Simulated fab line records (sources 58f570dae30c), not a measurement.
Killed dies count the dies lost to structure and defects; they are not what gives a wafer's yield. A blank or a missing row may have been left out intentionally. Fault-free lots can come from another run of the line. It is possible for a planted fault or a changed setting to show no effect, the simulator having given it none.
Which tool did it? || flow berkeley_cmos170 || 18 wafers from 6 lots sampled at 3 of the route's 331 steps

## WHAT THE GAUGES SHOWED, per wafer
UCB170_V1_THK_MEAS_01.
{"lot": "L300", "measured": "day 8 21:42", "on": "film_metro-04", "V1_TEOS_THK (nm)": "1964 1989 1991"}
{"lot": "L302", "measured": "day 8 23:01", "on": "film_metro-01", "V1_TEOS_THK (nm)": "1995 2027 1990"}
{"lot": "L305", "measured": "day 9 16:46", "on": "film_metro-02", "V1_TEOS_THK (nm)": "1966 1978 2023"}
{"lot": "L308", "measured": "day 10 10:06", "on": "film_metro-04", "V1_TEOS_THK (nm)": "2025 2015 2005"}
{"lot": "L316", "measured": "day 12 02:53", "on": "film_metro-01", "V1_TEOS_THK (nm)": "1999 1968 2000"}
{"lot": "L319", "measured": "day 12 15:14", "on": "film_metro-04", "V1_TEOS_THK (nm)": "1972 1996 2010"}

## EACH LOT AND THE TOOL THAT RAN IT (in order: tool; ch and the chambers of the sampled wafers; start)
{"lot": "L300", "UCB170_SILICIDE_RTA_04": "rtp_anneal-01 ch 0, day 8 12:22", "UCB170_V1_CVD_00": "pecvd-02 ch 1,2, day 8 21:31"}
{"lot": "L302", "UCB170_SILICIDE_RTA_04": "rtp_anneal-02 ch 0, day 8 13:23", "UCB170_V1_CVD_00": "pecvd-02 ch 1,2, day 8 22:52"}
{"lot": "L305", "UCB170_SILICIDE_RTA_04": "rtp_anneal-02 ch 0, day 9 07:07", "UCB170_V1_CVD_00": "pecvd-04 ch 0,1, day 9 16:37"}
{"lot": "L308", "UCB170_SILICIDE_RTA_04": "rtp_anneal-01 ch 0, day 9 23:35", "UCB170_V1_CVD_00": "pecvd-04 ch 0,1,2, day 10 10:00"}
{"lot": "L316", "UCB170_SILICIDE_RTA_04": "rtp_anneal-01 ch 0, day 11 14:01", "UCB170_V1_CVD_00": "pecvd-04 ch 0,1,2, day 12 02:42"}
{"lot": "L319", "UCB170_SILICIDE_RTA_04": "rtp_anneal-02 ch 0, day 12 05:28", "UCB170_V1_CVD_00": "pecvd-04 ch 1,2, day 12 15:04"}
- UCB170_SILICIDE_RTA_04: time 15 s.
- UCB170_V1_CVD_00: deposits SiO2 from TEOS/O2, target thk 2000 nm, time 250 s.

## THE ANSWER, worked out from the rows above alone
Rule: usual is defined by the lots themselves. Put in order of their means at a reading, lots are off if they are a third of the lots or fewer, leave a main group of 4 or more, and stand apart from it by a gap of 3 or more times the standard deviation of the main group's means; of several such gaps the widest counts. A main group whose means are all the same, to the digits that the tables above print for the reading, isn't used. Also off: a lot with no number at a reading for which 4 or more lots have one. All remaining lots with rows at the step are treated as sound.
None of the lots is off at any reading shown; this tells nothing.

## WHAT WAS PUT IN BY THE SIMULATOR
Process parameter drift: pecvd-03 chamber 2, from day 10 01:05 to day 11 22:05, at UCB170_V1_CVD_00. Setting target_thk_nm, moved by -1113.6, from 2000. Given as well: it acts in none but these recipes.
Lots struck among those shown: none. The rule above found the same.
